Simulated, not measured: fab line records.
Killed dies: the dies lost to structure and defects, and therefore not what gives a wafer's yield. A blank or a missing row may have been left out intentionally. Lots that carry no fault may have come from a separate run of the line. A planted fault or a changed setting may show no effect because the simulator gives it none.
Which of the tools did it? :: flow berkeley-cmos170 :: 14 lots with 42 wafers sampled at 3 steps, on a route of 331 steps

## WHAT THE GAUGES READ, wafer by wafer
UCB170_PSD_OVL_MEAS_07.
lot: L464
measured: day 6 23:12
on: overlay-02
PSD_OVL (nm): 11 6 14

lot: L465
measured: day 7 20:22
on: overlay-02
PSD_OVL (nm): -13 2 0

lot: L466
measured: day 7 20:51
on: overlay-01
PSD_OVL (nm): 2 14 12

lot: L467
measured: day 7 21:02
on: overlay-01
PSD_OVL (nm): 5 7 5

lot: L469
measured: day 8 04:32
on: overlay-01
PSD_OVL (nm): 1 14 11

lot: L468
measured: day 8 04:51
on: overlay-01
PSD_OVL (nm): 4 -3 2

lot: L471
measured: day 8 23:11
on: overlay-01
PSD_OVL (nm): 10 3 -3

lot: L473
measured: day 8 23:18
on: overlay-02
PSD_OVL (nm): 1 3 9

lot: L472
measured: day 8 23:36
on: overlay-01
PSD_OVL (nm): -7 8 -3

lot: L475
measured: day 9 10:22
on: overlay-01
PSD_OVL (nm): 8 8 2

lot: L474
measured: day 9 10:37
on: overlay-02
PSD_OVL (nm): 2 5 5

lot: L486
measured: day 12 04:40
on: overlay-02
PSD_OVL (nm): 2 4 2

lot: L485
measured: day 12 04:46
on: overlay-01
PSD_OVL (nm): -10 -4 3

lot: L487
measured: day 12 10:53
on: overlay-02
PSD_OVL (nm): -1 9 11

UCB170_V2_THK_MEAS_04.
lot: L464
measured: day 7 18:44
on: film-metro-01
V2_POLISHED_THK (nm): 999.4 997.6 999.5

lot: L465
measured: day 8 16:32
on: film-metro-04
V2_POLISHED_THK (nm): 1001.3 1001.0 999.8

lot: L466
measured: day 8 17:26
on: film-metro-04
V2_POLISHED_THK (nm): 1000.0 999.3 1003.4

lot: L467
measured: day 8 23:23
on: film-metro-03
V2_POLISHED_THK (nm): 999.4 1000.1 1001.7

lot: L469
measured: day 9 04:12
on: film-metro-04
V2_POLISHED_THK (nm): 1001.6 1002.1 999.3

lot: L468
measured: day 9 02:32
on: film-metro-01
V2_POLISHED_THK (nm): 998.4 998.4 999.3

lot: L471
measured: day 9 21:48
on: film-metro-01
V2_POLISHED_THK (nm): 1000.2 999.0 999.1

lot: L473
measured: day 9 22:06
on: film-metro-01
V2_POLISHED_THK (nm): 1000.0 999.3 999.0

lot: L472
measured: day 9 22:00
on: film-metro-03
V2_POLISHED_THK (nm): 1000.3 1001.0 1000.4

lot: L475
measured: day 10 04:25
on: film-metro-04
V2_POLISHED_THK (nm): 1003.7 1001.1 1002.3

lot: L474
measured: day 10 05:54
on: film-metro-03
V2_POLISHED_THK (nm): 999.4 999.9 1000.3

lot: L486
measured: day 13 00:12
on: film-metro-03
V2_POLISHED_THK (nm): 996.8 999.1 997.8

lot: L485
measured: day 13 00:01
on: film-metro-04
V2_POLISHED_THK (nm): 999.0 998.9 997.7

lot: L487
measured: day 13 07:52
on: film-metro-01
V2_POLISHED_THK (nm): 1000.5 998.1 999.4

## WHAT TOOL EACH LOT RAN ON (gives the tool, then ch and the chambers of the sampled wafers, and finally the start)
lot: L464
UCB170_M1_ANNEAL_14: furnace-03 ch 0, day 7 11:34

lot: L465
UCB170_M1_ANNEAL_14: furnace-03 ch 0, day 8 07:49

lot: L466
UCB170_M1_ANNEAL_14: furnace-03 ch 0, day 8 09:08

lot: L467
UCB170_M1_ANNEAL_14: furnace-03 ch 0, day 8 15:58

lot: L469
UCB170_M1_ANNEAL_14: furnace-03 ch 0, day 8 19:58

lot: L468
UCB170_M1_ANNEAL_14: furnace-03 ch 0, day 8 18:38

lot: L471
UCB170_M1_ANNEAL_14: furnace-03 ch 0, day 9 13:04

lot: L473
UCB170_M1_ANNEAL_14: furnace-03 ch 0, day 9 14:24

lot: L472
UCB170_M1_ANNEAL_14: furnace-03 ch 0, day 9 14:24

lot: L475
UCB170_M1_ANNEAL_14: furnace-03 ch 0, day 9 21:02

lot: L474
UCB170_M1_ANNEAL_14: furnace-03 ch 0, day 9 22:23

lot: L486
UCB170_M1_ANNEAL_14: furnace-03 ch 0, day 12 16:17

lot: L485
UCB170_M1_ANNEAL_14: furnace-03 ch 0, day 12 14:58

lot: L487
UCB170_M1_ANNEAL_14: furnace-03 ch 0, day 12 23:14
- UCB170_M1_ANNEAL_14: time 1200 s.

## WHAT THE TOOLS THEMSELVES READ (means of the sampled wafers that have a number; where no wafer has one, the mark that the record gives instead)
UCB170_M1_ANNEAL_14.
lot: L464
tool: furnace-03
spike-tc-centre-C (C): 401.0
spike-tc-load-C (C): 421.0
spike-tc-source-C (C): 417.4
tube-center-temp-C (C): 400
tube_center_temp_C_max: 401.20
zone-power-load-pct (%): 5.91
zone-power-source-pct (%): 5.32

lot: L465
tool: furnace-03
spike-tc-centre-C (C): 400.7
spike-tc-load-C (C): 420.1
spike-tc-source-C (C): 419.0
tube-center-temp-C (C): 400
tube_center_temp_C_max: 400.91
zone-power-load-pct (%): 5.92
zone-power-source-pct (%): 5.42

lot: L466
tool: furnace-03
spike-tc-centre-C (C): 400.0
spike-tc-load-C (C): 419.7
spike-tc-source-C (C): 418.7
tube-center-temp-C (C): 400
tube_center_temp_C_max: 401.30
zone-power-load-pct (%): 5.82
zone-power-source-pct (%): 5.39

lot: L467
tool: furnace-03
spike-tc-centre-C (C): 400.4
spike-tc-load-C (C): 420.3
spike-tc-source-C (C): 417.3
tube-center-temp-C (C): 400
tube_center_temp_C_max: 400.95
zone-power-load-pct (%): 5.96
zone-power-source-pct (%): 5.34

lot: L469
tool: furnace-03
spike-tc-centre-C (C): 401.3
spike-tc-load-C (C): 419.9
spike-tc-source-C (C): 417.1
tube-center-temp-C (C): 400
tube_center_temp_C_max: 401.06
zone-power-load-pct (%): 5.88
zone-power-source-pct (%): 5.38

lot: L468
tool: furnace-03
spike-tc-centre-C (C): 401.9
spike-tc-load-C (C): 420.0
spike-tc-source-C (C): 418.0
tube-center-temp-C (C): 400
tube_center_temp_C_max: 400.98
zone-power-load-pct (%): 5.93
zone-power-source-pct (%): 5.34

lot: L471
tool: furnace-03
spike-tc-centre-C (C): 401.6
spike-tc-load-C (C): 420.2
spike-tc-source-C (C): 418.3
tube-center-temp-C (C): 400
tube_center_temp_C_max: 401.06
zone-power-load-pct (%): 5.91
zone-power-source-pct (%): 5.44

lot: L473
tool: furnace-03
spike-tc-centre-C (C): 401.8
spike-tc-load-C (C): 419.8
spike-tc-source-C (C): 417.9
tube-center-temp-C (C): 400
tube_center_temp_C_max: 401.04
zone-power-load-pct (%): 5.86
zone-power-source-pct (%): 5.36

lot: L472
tool: furnace-03
spike-tc-centre-C (C): 400.9
spike-tc-load-C (C): 420.1
spike-tc-source-C (C): 418.0
tube-center-temp-C (C): 400
tube_center_temp_C_max: 400.93
zone-power-load-pct (%): 5.86
zone-power-source-pct (%): 5.39

lot: L475
tool: furnace-03
spike-tc-centre-C (C): 411.4
spike-tc-load-C (C): 430.7
spike-tc-source-C (C): 427.2
tube-center-temp-C (C): 410
tube_center_temp_C_max: 410.88
zone-power-load-pct (%): 6.17
zone-power-source-pct (%): 5.64

lot: L474
tool: furnace-03
spike-tc-centre-C (C): 410.9
spike-tc-load-C (C): 429.8
spike-tc-source-C (C): 427.4
tube-center-temp-C (C): 410
tube_center_temp_C_max: 410.78
zone-power-load-pct (%): 6.17
zone-power-source-pct (%): 5.59

lot: L486
tool: furnace-03
spike-tc-centre-C (C): 401.7
spike-tc-load-C (C): 421.0
spike-tc-source-C (C): 417.5
tube-center-temp-C (C): 400
tube_center_temp_C_max: 400.98
zone-power-load-pct (%): 5.81
zone-power-source-pct (%): 5.36

lot: L485
tool: furnace-03
spike-tc-centre-C (C): 401.0
spike-tc-load-C (C): 420.1
spike-tc-source-C (C): 418.2
tube-center-temp-C (C): 400
tube_center_temp_C_max: 401.21
zone-power-load-pct (%): 5.85
zone-power-source-pct (%): 5.34

lot: L487
tool: furnace-03
spike-tc-centre-C (C): 401.3
spike-tc-load-C (C): 420.1
spike-tc-source-C (C): 417.0
tube-center-temp-C (C): 400
tube_center_temp_C_max: 401.10
zone-power-load-pct (%): 5.89
zone-power-source-pct (%): 5.36

## THE ANSWER, worked out from the rows above alone
Rule: the lots themselves supply what counts as usual. The widest of any qualifying gaps counts: lots, ordered by their means at a reading, are off when they make up no more than a third of the lots, leave a main group of 4 or more, and stand apart from it by 3 or more times the standard deviation of that group's means. Not used: any main group whose means are identical at the precision the tables above print for the reading. A lot without any number at a reading at which 4 lots or more have one is off too. All remaining lots with rows at the step are treated as sound. The gauges are gone through in route order, then the tools' own readings, and for those a lot's mean is taken as printed above. At the first step where some lot is off, the reading lying furthest off is the one used; lots without a number count as furthest.
Off: L475, L474 (UCB170_M1_ANNEAL_14, tube_center_temp_C_max). Mean 401.06 and standard deviation 0.12 in the main group.
A tool fits if, at that step or a process step before it, it ran every lot that is off, and no sound lot after the first of them. Not one of the candidates tried fits.

## WHAT THE SIMULATOR HAD PUT IN
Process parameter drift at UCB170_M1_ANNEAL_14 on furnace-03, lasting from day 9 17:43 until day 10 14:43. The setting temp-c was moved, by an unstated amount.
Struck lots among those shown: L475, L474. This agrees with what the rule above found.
